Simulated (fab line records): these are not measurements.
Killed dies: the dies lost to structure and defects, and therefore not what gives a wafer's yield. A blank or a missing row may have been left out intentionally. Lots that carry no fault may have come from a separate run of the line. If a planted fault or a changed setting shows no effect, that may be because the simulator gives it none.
2 desks looking at one fault -- flow rit-cmos -- what lay behind the numbers comes last; until then each desk has only its own

TOOL OWNER'S DESK, lpcvd-02
The tool's own readings at RIT_SPACER_CVD_03 (deposits Si3N4 from SiH2Cl2/NH3, target thk 250 nm, time 3300 s): means of the sampled wafers that have a number, for each lot that ran on this tool. The brackets show how far a lot's mean lies from the usual mean; more than 4 standard deviations puts the lot out of limits, marked OUT.
Columns: A = spike-tc-centre-C at RIT_SPACER_CVD_03, usual 811.9 C; B = spike-tc-load-C at RIT_SPACER_CVD_03, usual 836 C; C = spike-tc-source-C at RIT_SPACER_CVD_03, usual 831.1 C
lot,first seen here,A,B,C
L993,day 3 13:29,811.6,833,829.6
L997,day 4 02:44,812.3,834,829.8
L100,day 5 00:14,811.0,843,832.3
L103,day 5 13:01,810.0,842,832.3
L105,day 5 19:40,812.0,833,830.4
L108,day 6 13:36,829.9 (+13) OUT,863 (+6.8) OUT,852.9 (+16) OUT
L111,day 7 00:20,830.6 (+13) OUT,862 (+6.4) OUT,852.2 (+15) OUT
This desk's verdict: out of limits on L108, L111, starting with L108 at day 6 13:36 (spike-tc-centre-C at RIT_SPACER_CVD_03). In limits: L993, L997, L100, L103, L105.

METROLOGY DESK
Means of the sampled wafers that have a number, per lot and without regard to the tool the lot ran on: this is what the gauges read. The brackets show how far a lot's mean lies from the usual mean; more than 4 standard deviations puts the lot out of limits, marked OUT.
Columns: A = FOX1_OXIDE_THK at RIT_FOX1_THK_MEAS_01, usual 349 nm; B = PRETRO_OVL at RIT_PRETRO_OVL_MEAS_06, usual -0.5 nm; C = SPACER_NITRIDE_THK at RIT_SPACER_THK_MEAS_04, usual 250.3 nm; D = NSD_TW at RIT_NSD_TW_MEAS_10, usual 3124
lot,first seen here,A,B,C,D
L993,day 2 00:52,351,0.1,254.5,3152
L994,day 2 09:47,342,2.3,250.3,3100
L995,day 2 11:24,354,-1.1,249.7,3157
L996,day 2 15:26,351,-2.6,247.9,3154
L997,day 2 19:19,341,0.8,252.3,3106
L998,day 3 01:16,356,-0.8,250.9,3119
L100,day 3 12:06,344,2.0,252.0,3130
L102,day 3 20:24,354,0.4,246.8,3159
L103,day 4 00:29,347,-0.1,253.6,3153
L105,day 4 11:37,353,-0.8,248.1,3093
L108,day 5 05:45,355,-2.2,353.1 (+43) OUT,-
L110,day 5 14:14,346,-1.9,249.9,3076
L111,day 5 18:49,347,-2.4,353.3 (+43) OUT,-
L115,day 6 15:05,360,-0.5,251.2,3114
This desk's finding: out of limits on L108, L111; first on L108, day 6 15:31 (SPACER_NITRIDE_THK at RIT_SPACER_THK_MEAS_04). In limits: L993, L994, L995, L996, L997, L998, L100, L102, L103, L105, L110, L115.

ALL TOGETHER
The tool owner's desk could have raised an alarm at day 6 13:36, on L108, L111.
On L108, L111, the metrology desk was in a position to raise an alarm at day 6 15:31.
Of the lots named, all ran RIT_SPACER_CVD_03 on lpcvd-02.

WHAT THE SIMULATOR HAD PUT IN
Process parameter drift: lpcvd-02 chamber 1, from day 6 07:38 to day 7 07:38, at RIT_SPACER_CVD_03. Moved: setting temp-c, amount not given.
Shown lots that were struck: L108, L111.
Counting hours from when the fault started, the first reading out of limits came at 6 for the tool owner's desk and at 8 for the metrology desk.
